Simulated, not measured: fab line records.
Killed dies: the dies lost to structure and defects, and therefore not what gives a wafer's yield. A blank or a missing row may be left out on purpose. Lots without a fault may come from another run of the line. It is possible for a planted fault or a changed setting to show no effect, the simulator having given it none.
Comparing a struck lot with a sound one :: flow rit-cmos :: 18 out of 202 route steps
Sound: these wafers, L182.1, L182.3, L182.5. Wafers struck: L179.1, L179.3, L179.4. The cause is given at the end.
Each step with rows lists, per side, the tool, then ch with its chambers, then its first start. Under that, the readings that differ: sound wafers :: struck wafers :: difference of the means :: sigmas: that difference in standard deviations of wafers without a fault.
alike: words and numbers the same on both sides, and readings whose means are apart by under 2 such deviations; not compared: readings that were withheld, readings missing a value for some wafer, numbers with overlapping values and no deviation given by the record, and bounds like >300 which may hide the same value.
The two part at a step that has a row with sigmas, a row that says differs or no value, or rows on one side only. Non-overlapping numbers with no deviation appear without sigmas and do not part them. A reading that every wafer of one side lacks parts them only if that side has two wafers or more.

first, 2 steps without rows for these wafers: RIT_ACTIVE_CLEAN_17 (cleans in SC2, time 600 s); RIT_FOX1_OXIDATION_00 (target thk 350.7 nm, ox time 1130 s).
RIT_FOX1_THK_MEAS_01:
  struck on film-metro-03, day 4 03:19; sound on film-metro-03, day 4 17:01
  alike: FOX1_OXIDE_THK
then, 2 steps without rows for these wafers: RIT_FOX1_WET_ETCH_02 (etches SiO2 in BOE, target depth 350 nm, time 390 s); RIT_FOX2_OXIDATION_00 (target thk 350.7 nm, ox time 1130 s).
RIT_FOX2_THK_MEAS_01:
  struck on film-metro-02, day 4 06:33; sound on film-metro-04, day 4 18:40
  alike: FOX2_OXIDE_THK
then, 2 steps without rows for these wafers: RIT_FOX2_CLEAN_02 (cleans in dHF, time 180 s); RIT_FOX2_WET_ETCH_03 (etches Si3N4 in H3PO4, target depth 195 nm, time 2652 s).
RIT_FOX2_THK_MEAS_90:
  struck on film-metro-04, day 4 07:26; sound on film-metro-03, day 4 19:32
  alike: FIELD_OXIDE_LEFT_1_THK
then, 3 steps without rows for these wafers: RIT_NWELL_HMDS_00 (prime time 60 s); RIT_NWELL_COAT_01 (resist thk 1300 nm); RIT_NWELL_SOFTBAKE_02 (time 60 s).
RIT_NWELL_EXPOSE_03: exposes mask M2, target cd 43900 nm.
  sound on iline-stepper-02 ch 0, day 4 20:03; struck on iline-stepper-01 ch 0, day 4 08:04
reading: model.NWELL.overlay-x-nm (nm)
sound: 0.07445 0.07445 0.07445
struck: -300.5 -300.5 -300.5
difference: -300.6
sigmas: 
  alike: mask
then, 2 steps without rows for these wafers: RIT_NWELL_PEB_04; RIT_NWELL_DEVELOP_05 (develop time 68 s).
RIT_NWELL_OVL_MEAS_06:
  struck on overlay-02, day 4 08:33; sound on overlay-01, day 4 20:29
reading: NWELL_OVL (nm)
sound: 1.4 0.4 0.4
struck: -297.9 -299.9 -298.6
difference: -299.5
sigmas: -99 or more
then, 1 step without rows for these wafers: RIT_NWELL_HARDBAKE_07 (time 120 s).
RIT_M1_PROBE_99:
  struck on prober-01, day 6 03:22; sound on prober-02, day 6 19:36
reading: model.etest.well-edge-right.line-ohm-um
sound: 182.8 181.2 183.1
struck: 199.3 201.8 200.4
difference: +18.1
sigmas: 

reading: model.etest.well-edge-left.line-ohm-um
sound: 182.4 182.2 182.2
struck: 169.7 168.9 170.1
difference: -12.7
sigmas: 
  alike: killed-at-contacts, killed-at-front-end, killed-dies, killed-open, killed-short

== WHERE THEY PART ==
At RIT_NWELL_OVL_MEAS_06 and nowhere else, as far as this record goes. Later steps at which nothing parts them and some readings are alike: RIT_M1_PROBE_99.

WHY: the cause the simulator had injected
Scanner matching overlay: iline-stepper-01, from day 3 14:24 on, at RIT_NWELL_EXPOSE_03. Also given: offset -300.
